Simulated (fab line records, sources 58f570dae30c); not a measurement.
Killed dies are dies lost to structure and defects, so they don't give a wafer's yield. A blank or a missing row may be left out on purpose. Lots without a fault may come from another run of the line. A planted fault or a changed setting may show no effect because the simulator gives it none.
Chamber matching | flow berkeley_cmos170 | UCB170_V1_CMP_02 on cmp-01: 3 sister chambers
The step polishes SiO2. 3 wafers are shown with their chamber, then 5 later ones without.

WAFERS WITH THEIR CHAMBER
wafer  | chamber | motor_current_A (A)
L874.4 | 3       | 21.5
L885.2 | 1       | 14.8
L885.5 | 0       | 16.6

WAFERS WITHOUT THEIR CHAMBER
wafer  | motor_current_A (A)
L885.6 | 20.1
L886.4 | 17.2
L886.6 | 16.6
L889.1 | 15.7
L889.6 | 20.0

WHICH CHAMBER EACH WENT THROUGH
wafer  | from the rows above     | in truth
L885.6 | 3                       | 3
L886.4 | can't be placed: 0 or 1 | 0
L886.6 | can't be placed: 0 or 1 | 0
L889.1 | can't be placed: 1 or 0 | 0
L889.6 | can't be placed: 3 or 0 | 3
Placed correctly: 1 of 5. Can't be placed from these rows: 4 (the true chamber is among the candidates in 4). Placed wrongly: 0.
How it was worked out, from the rows above alone: a wafer's distance from a chamber is the root of the sum, over the readings, of the square of ((its reading less the chamber's mean) divided by the reading's scatter). The wafer belongs to the nearest chamber; if the next one is less than 2 further off, it can't be placed. A chamber's mean is the mean of its shown wafers. The scatter: with one shown wafer a chamber, the root of the mean of the squares of how far each hidden wafer lies from its nearest shown one.
